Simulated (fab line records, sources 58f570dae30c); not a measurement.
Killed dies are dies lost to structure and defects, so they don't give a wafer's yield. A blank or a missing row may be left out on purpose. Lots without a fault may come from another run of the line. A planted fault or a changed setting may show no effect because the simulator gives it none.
A struck lot beside a sound one | flow berkeley_cmos170 | 17 steps out of a route of 331
Sound: wafers L168.1, L168.2, L168.3. Struck: wafers L180.1, L180.2, L180.4. The cause comes at the end.
At each step with rows: each side's tool, then ch and its chambers, then its first start. Under that, the readings that differ: sound wafers | struck wafers | difference of the means | sigmas: that difference in standard deviations of wafers without a fault.
alike: readings whose means differ by less than 2 such deviations, and words and numbers that are the same on both sides. not compared: withheld readings, readings that some wafer has no value for, bounds like >300 that may hide the same value, and numbers for which the record gives no deviation and whose values overlap.
The two part at a step that has a row with sigmas, a row that says differs or no value, or rows on one side only. Numbers that don't overlap but have no deviation are shown without sigmas and don't part them. A reading that every wafer of one side lacks parts them only if that side has two wafers or more.

first, 1 step without rows for these wafers: UCB170_NSD_DEVELOP_05 (develop time 45 s).
UCB170_NSD_CD_MEAS_06: target cd 1200 nm.
  sound on cd_sem-01, day 6 15:48; struck on cd_sem-01, day 9 16:34
  alike: cd_nm
UCB170_NSD_OVL_MEAS_07:
  sound on overlay-02, day 6 15:55; struck on overlay-02, day 9 16:41
  alike: NSD_OVL
then, 1 step without rows for these wafers: UCB170_NSD_IMPLANT_08.
UCB170_NSD_STRIP_09: strips in O2.
  sound on plasma_asher-03 ch 0,1, day 6 16:07; struck on plasma_asher-03 ch 0,1, day 9 16:52
  alike: drypump_motor_current_A, oes_product_au, strip_time_to_endpoint_s
  not compared: rf_hours_counter_h
UCB170_NSD_TW_MEAS_10:
  sound on film_metro-04, day 6 16:13; struck on film_metro-02, day 9 16:58
  alike: NSD_TW
then, 4 steps without rows for these wafers: UCB170_NSD_CLEAN_11 (cleans in SPM, time 600 s); UCB170_BACKSIDE_HMDS_00 (prime time 60 s); UCB170_BACKSIDE_COAT_01 (resist thk 900 nm); UCB170_BACKSIDE_SOFTBAKE_02 (time 60 s).
UCB170_BACKSIDE_STRIP_03: strips in O2.
  sound on plasma_asher-04 ch 0,1, day 6 16:53; struck on plasma_asher-04 ch 0,1, day 9 17:39
  alike: drypump_motor_current_A, oes_product_au, strip_time_to_endpoint_s
  not compared: rf_hours_counter_h
then, 1 step without rows for these wafers: UCB170_BACKSIDE_CLEAN_04 (cleans in SPM, time 600 s).
UCB170_SDANNEAL_RTA_00: time 10 s.
  sound on rtp_anneal-02 ch 0, day 6 17:14; struck on rtp_anneal-02 ch 0, day 9 17:56
  alike: lamp_power_pct, wafer_temp_C_max
UCB170_SDANNEAL_RTA_01: time 5 s.
  sound on rtp_anneal-02 ch 0, day 6 17:19; struck on rtp_anneal-02 ch 0, day 9 17:59
  reading          | sound                | struck               | difference | sigmas
  wafer_temp_C_max | 1058.1 1055.6 1058.2 | 1055.5 1053.2 1055.0 | -2.7       | -2
  alike: lamp_power_pct
UCB170_SDANNEAL_RS_MEAS_02: measures by four-point-probe.
  sound on film_metro-01, day 6 17:22; struck on film_metro-01, day 9 18:03
  reading         | sound             | struck            | difference | sigmas
  PSD_RS (ohm/sq) | 75.32 75.64 75.51 | 76.28 76.26 76.53 | +0.87      | +3
UCB170_SDANNEAL_RS_MEAS_03: measures by four-point-probe.
  sound on film_metro-01, day 6 17:29; struck on film_metro-01, day 9 18:10
  alike: NSD_RS
UCB170_M3_PROBE_99:
  the record has rows for the sound wafers here (prober-02, day 7 18:11) and none for the struck ones

WHERE THEY PART
First at UCB170_SDANNEAL_RTA_01; last, within this record, at UCB170_M3_PROBE_99.

WHY: what the simulator had put in
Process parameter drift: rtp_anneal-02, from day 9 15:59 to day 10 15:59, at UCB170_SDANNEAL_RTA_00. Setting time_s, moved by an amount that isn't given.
